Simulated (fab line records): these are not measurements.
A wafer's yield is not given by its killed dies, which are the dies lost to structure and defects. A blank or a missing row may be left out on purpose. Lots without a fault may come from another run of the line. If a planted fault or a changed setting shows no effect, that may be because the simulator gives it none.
Which tool was responsible? + flow berkeley cmos170 + 14 lots with 42 wafers sampled at 4 steps, on a route of 331 steps

WHAT THE GAUGES READ, wafer by wafer
UCB170_SILICIDE_RS_MEAS_02: measures by four-point-probe. Usual: SILICIDE_TI_RS 26.3 ohm/sq, standard deviation 0.39.
| lot  | measured     | on            | SILICIDE_TI_RS (ohm/sq) | flag |
|------|--------------|---------------|-------------------------|------|
| L344 | day 8 02:53  | film metro-04 | 26.5 26.3 26.9          |      |
| L345 | day 8 03:07  | film metro-01 | 26.2 25.9 26.4          |      |
| L347 | day 8 09:21  | film metro-03 | 26.1 26.3 25.9          |      |
| L348 | day 8 09:47  | film metro-03 | 26.2 26.6 25.8          |      |
| L346 | day 8 09:51  | film metro-01 | 26.4 26.3 26.0          |      |
| L350 | day 9 05:32  | film metro-03 | 26.0 25.9 26.1          |      |
| L349 | day 9 05:59  | film metro-03 | 26.1 26.6 26.7          |      |
| L351 | day 9 06:12  | film metro-04 | 26.4 26.2 26.4          |      |
| L352 | day 9 15:17  | film metro-03 | 26.6 27.0 26.1          |      |
| L354 | day 9 15:29  | film metro-03 | 27.0 27.4 27.2          |      |
| L353 | day 9 15:42  | film metro-01 | 25.6 26.0 26.1          |      |
| L359 | day 11 02:43 | film metro-03 | 26.4 26.5 26.7          |      |
| L362 | day 11 16:08 | film metro-04 | 25.8 26.4 26.6          |      |
| L361 | day 11 16:18 | film metro-01 | 26.1 26.0 26.2          |      |

UCB170_M2_RS_MEAS_02: measures by four-point-probe. Usual: M2_AL_RS 0.0320 ohm/sq, standard deviation 0.00044.
| lot  | measured     | on            | M2_AL_RS (ohm/sq)    | flag |
|------|--------------|---------------|----------------------|------|
| L344 | day 8 14:53  | film metro-04 | 0.0323 0.0324 0.0322 |      |
| L345 | day 8 16:20  | film metro-03 | 0.0323 0.0325 0.0320 |      |
| L347 | day 8 21:54  | film metro-01 | 0.0320 0.0318 0.0315 |      |
| L348 | day 8 23:23  | film metro-03 | 0.0317 0.0324 0.0319 |      |
| L346 | day 8 23:35  | film metro-03 | 0.0321 0.0320 0.0321 |      |
| L350 | day 9 17:15  | film metro-03 | 0.0316 0.0322 0.0319 |      |
| L349 | day 9 18:29  | film metro-01 | 0.0323 0.0324 0.0321 |      |
| L351 | day 9 18:43  | film metro-04 | 0.0316 0.0321 0.0319 |      |
| L352 | day 10 04:25 | film metro-04 | 0.0324 0.0321 0.0325 |      |
| L354 | day 10 04:35 | film metro-01 | 0.0326 0.0325 0.0324 |      |
| L353 | day 10 06:30 | film metro-01 | 0.0318 0.0316 0.0315 |      |
| L359 | day 11 13:41 | film metro-01 | 0.0316 0.0318 0.0320 |      |
| L362 | day 12 05:54 | film metro-01 | 0.0323 0.0326 0.0328 |      |
| L361 | day 12 06:08 | film metro-04 | 0.0324 0.0322 0.0323 |      |

WHICH TOOL RAN EACH LOT (tool, then ch and the chambers of the sampled wafers, then the start)
| lot  | UCB170_SDANNEAL_RTA_01           | UCB170_M1_ANNEAL_14           |
|------|----------------------------------|-------------------------------|
| L344 | rtp anneal-02 ch 0, day 8 02:15  | furnace-03 ch 0, day 8 10:02  |
| L345 | rtp anneal-01 ch 0, day 8 02:29  | furnace-03 ch 0, day 8 11:22  |
| L347 | rtp anneal-02 ch 0, day 8 08:43  | furnace-03 ch 0, day 8 17:51  |
| L348 | rtp anneal-01 ch 0, day 8 09:09  | furnace-03 ch 0, day 8 19:11  |
| L346 | rtp anneal-02 ch 0, day 8 09:13  | furnace-03 ch 0, day 8 19:11  |
| L350 | rtp anneal-01 ch 0, day 9 04:53  | furnace-03 ch 0, day 9 13:15  |
| L349 | rtp anneal-02 ch 0, day 9 05:20  | furnace-03 ch 0, day 9 14:35  |
| L351 | rtp anneal-01 ch 0, day 9 05:33  | furnace-03 ch 0, day 9 14:35  |
| L352 | rtp anneal-02 ch 0, day 9 14:30  | furnace-03 ch 0, day 9 22:01  |
| L354 | rtp anneal-01 ch 0, day 9 14:45  | furnace-03 ch 0, day 9 23:20  |
| L353 | rtp anneal-01 ch 0, day 9 14:58  | furnace-03 ch 0, day 10 02:01 |
| L359 | rtp anneal-02 ch 0, day 11 01:59 | furnace-03 ch 0, day 11 09:13 |
| L362 | rtp anneal-01 ch 0, day 11 15:29 | furnace-03 ch 0, day 12 00:43 |
| L361 | rtp anneal-02 ch 0, day 11 15:40 | furnace-03 ch 0, day 12 02:02 |
- UCB170_SDANNEAL_RTA_01: time 5 s.
- UCB170_M1_ANNEAL_14: time 1200 s.

AS READ BY THE TOOLS THEMSELVES (means over the sampled wafers that have a number; for cases with no such wafer, the mark the record gives instead)
UCB170_SDANNEAL_RTA_01. Usual: lamp power pct 39.9 %, standard deviation 0.67; wafer_temp_C_max 1055.6, standard deviation 2.1.
| lot  | tool          | lamp power pct (%) | wafer_temp_C_max | flag |
|------|---------------|--------------------|------------------|------|
| L344 | rtp anneal-02 | 39.3               | 1056.8           |      |
| L345 | rtp anneal-01 | 40.6               | 1053.6           |      |
| L347 | rtp anneal-02 | 39.3               | 1057.6           |      |
| L348 | rtp anneal-01 | 40.6               | 1054.0           |      |
| L346 | rtp anneal-02 | 39.3               | 1058.4           |      |
| L350 | rtp anneal-01 | 40.7               | 1054.0           |      |
| L349 | rtp anneal-02 | 39.3               | 1056.8           |      |
| L351 | rtp anneal-01 | 40.7               | 1053.1           |      |
| L352 | rtp anneal-02 | 39.3               | 1056.1           |      |
| L354 | rtp anneal-01 | 40.7               | 1052.6           |      |
| L353 | rtp anneal-01 | 40.6               | 1053.9           |      |
| L359 | rtp anneal-02 | 39.3               | 1058.3           |      |
| L362 | rtp anneal-01 | 40.7               | 1053.4           |      |
| L361 | rtp anneal-02 | 39.3               | 1057.4           |      |

UCB170_M1_ANNEAL_14. Usual: spike tc centre C 401.4 C, standard deviation 0.96; spike tc load C 414.2 C, standard deviation 1.1; spike tc source C 413.9 C, standard deviation 0.97; tube center temp C 400 C, standard deviation 0.036; tube_center_temp_C_max 401.06, standard deviation 0.2; zone power centre pct 16.80 %, standard deviation 0.15; zone power load pct 5.25 %, standard deviation 0.057; zone power source pct 6.05 %, standard deviation 0.063.
| lot  | tool       | spike tc centre C (C) | spike tc load C (C) | spike tc source C (C) | tube center temp C (C) | tube_center_temp_C_max | zone power centre pct (%) | zone power load pct (%) | zone power source pct (%) | flag |
|------|------------|-----------------------|---------------------|-----------------------|------------------------|------------------------|---------------------------|-------------------------|---------------------------|------|
| L344 | furnace-03 | 401.5                 | 414.1               | 415.1                 | 400                    | 401.14                 | 16.74                     | 5.24                    | 5.98                      |      |
| L345 | furnace-03 | 402.0                 | 414.2               | 414.1                 | 400                    | 401.00                 | 16.70                     | 5.22                    | 6.07                      |      |
| L347 | furnace-03 | 400.8                 | 414.3               | 413.5                 | 400                    | 401.33                 | 16.79                     | 5.27                    | 6.04                      |      |
| L348 | furnace-03 | 402.0                 | 413.8               | 413.0                 | 400                    | 401.14                 | 16.75                     | 5.26                    | 6.04                      |      |
| L346 | furnace-03 | 401.1                 | 413.6               | 414.8                 | 400                    | 401.14                 | 16.77                     | 5.26                    | 6.01                      |      |
| L350 | furnace-03 | 401.3                 | 413.4               | 414.2                 | 400                    | 401.30                 | 16.80                     | 5.33                    | 6.05                      |      |
| L349 | furnace-03 | 400.9                 | 414.7               | 414.3                 | 400                    | 400.88                 | 16.79                     | 5.25                    | 6.11                      |      |
| L351 | furnace-03 | 400.3                 | 414.3               | 413.5                 | 400                    | 401.21                 | 16.76                     | 5.22                    | 6.00                      |      |
| L352 | furnace-03 | 402.6                 | 414.7               | 414.4                 | 400                    | 400.98                 | 16.93                     | 5.24                    | 6.06                      |      |
| L354 | furnace-03 | 401.1                 | 415.1               | 413.9                 | 400                    | 400.93                 | 16.76                     | 5.30                    | 6.10                      |      |
| L353 | furnace-03 | 401.2                 | 414.3               | 414.1                 | 400                    | 400.96                 | 16.99                     | 5.20                    | 6.11                      |      |
| L359 | furnace-03 | 401.7                 | 414.3               | 414.3                 | 400                    | 400.94                 | 16.65                     | 5.28                    | 6.04                      |      |
| L362 | furnace-03 | 290.9                 | 302.6               | 301.6                 | 290                    | 291.20                 | 11.89                     | 3.38                    | 3.86                      | OFF  |
| L361 | furnace-03 | 292.7                 | 302.9               | 301.3                 | 290                    | 290.90                 | 11.81                     | 3.39                    | 3.82                      | OFF  |

THE ANSWER, worked out from the rows above alone
Rule: a lot counts as off when the mean over its wafers that have a number is more than 3 standard deviations away from the usual mean. A lot without any number at a reading at which 4 lots or more have one is off too. All remaining lots with rows at the step are treated as sound. The gauges are gone through in route order, then the tools' own readings, and for those a lot's mean is taken as printed above. The first step at which some lot is off is used, and at that step the reading that is off furthest; a lot without a number counts as furthest.
Off at UCB170_M1_ANNEAL_14 (tube center temp C): L362, L361.
If a tool, at that step or one of the process steps before it, ran each lot that is off and ran no sound lot following the first of them, it fits. One candidate fits, namely furnace-03 at UCB170_M1_ANNEAL_14. A fault onset in the window from L359 (day 11 09:13, its last sound lot) to L362 (day 12 00:43, its first lot off) fits.
The tool's own readings at UCB170_M1_ANNEAL_14 bear it out: on the lots that are off they differ by more than 5 times the standard deviation of the sound lots' means. spike tc centre C reads 291.8 C there against 401.4 C on the sound lots; spike tc load C reads 302.8 C there against 414.2 C on the sound lots; spike tc source C reads 301.5 C there against 414.1 C on the sound lots; tube center temp C reads 290 C there against 400 C on the sound lots; tube_center_temp_C_max reads 291.05 there against 401.08 on the sound lots; zone power centre pct reads 11.85 % there against 16.79 % on the sound lots; zone power load pct reads 3.38 % there against 5.26 % on the sound lots; zone power source pct reads 3.84 % there against 6.05 % on the sound lots.

WHAT HAD BEEN PUT IN BY THE SIMULATOR
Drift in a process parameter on furnace-03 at UCB170_M1_ANNEAL_14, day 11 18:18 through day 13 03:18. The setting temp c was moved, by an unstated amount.
Struck lots among those shown: L362, L361. The rule above found the same.
